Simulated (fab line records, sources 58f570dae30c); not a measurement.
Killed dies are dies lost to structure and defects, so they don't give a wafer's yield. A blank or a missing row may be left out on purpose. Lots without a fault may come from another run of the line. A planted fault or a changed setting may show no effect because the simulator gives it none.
A struck lot beside a sound one | flow berkeley_cmos170 | 14 steps out of a route of 331
Sound: wafers L759.1, L759.2, L759.6. Struck: wafers L763.1, L763.4, L763.6. The cause comes at the end.
At each step with rows: each side's tool, then ch and its chambers, then its first start. Under that, the readings that differ: sound wafers | struck wafers | difference of the means | sigmas: that difference in standard deviations of wafers without a fault.
alike: readings whose means differ by less than 2 such deviations, and words and numbers that are the same on both sides. not compared: withheld readings, readings that some wafer has no value for, bounds like >300 that may hide the same value, and numbers for which the record gives no deviation and whose values overlap.
The two part at a step that has a row with sigmas, a row that says differs or no value, or rows on one side only. Numbers that don't overlap but have no deviation are shown without sigmas and don't part them. A reading that every wafer of one side lacks parts them only if that side has two wafers or more.

UCB170_M1_CD_MEAS_90: target cd 700 nm.
  sound on cd_sem-02, day 8 02:04; struck on cd_sem-02, day 9 01:29
  alike: cd_nm
then, 1 step without rows for these wafers: UCB170_M1_ANNEAL_14 (time 1200 s).
UCB170_V1_CVD_00: deposits SiO2 from TEOS/O2, target thk 2000 nm, time 250 s.
  sound on pecvd-03 ch 0,1, day 8 06:05; struck on pecvd-01 ch 0,1,2, day 9 04:50
  alike: heater_power_w
UCB170_V1_THK_MEAS_01:
  sound on film_metro-03, day 8 06:14; struck on film_metro-01, day 9 05:00
  alike: V1_TEOS_THK
UCB170_V1_CMP_02: polishes SiO2.
  sound on cmp-01 ch 0,1,2, day 8 06:17; struck on cmp-01 ch 1,2,3, day 9 05:10
  alike: motor_current_A
UCB170_V1_BOW_MEAS_03:
  sound on film_metro-01, day 8 06:35; struck on film_metro-02, day 9 05:22
  alike: V1_BOW
UCB170_V1_THK_MEAS_04:
  sound on film_metro-01, day 8 06:43; struck on film_metro-02, day 9 05:29
  alike: V1_POLISHED_THK
then, 5 steps without rows for these wafers: UCB170_V1_CLEAN_05 (cleans in DIW); UCB170_V1_HMDS_06 (prime time 60 s); UCB170_V1_COAT_07 (resist thk 900 nm); UCB170_V1_SOFTBAKE_08 (time 60 s); UCB170_V1_EXPOSE_09 (exposes mask VIA1, target cd 700 nm).
UCB170_V1_PEB_10:
  sound on litho_track-04 ch 0, day 8 07:52; struck on litho_track-03, day 9 06:43
  no value came back on the struck wafers for chill_plate_temp_C (C), exhaust_pa (Pa); on the sound wafers chill_plate_temp_C (C) reads 22.90 23.12 22.97
then, 1 step without rows for these wafers: UCB170_V1_DEVELOP_11 (develop time 45 s).

WHERE THEY PART
Only at UCB170_V1_PEB_10, within this record.

WHY: what the simulator had put in
Skipped step whole: litho_track-03, from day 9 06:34 on, at UCB170_V1_PEB_10. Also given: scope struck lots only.
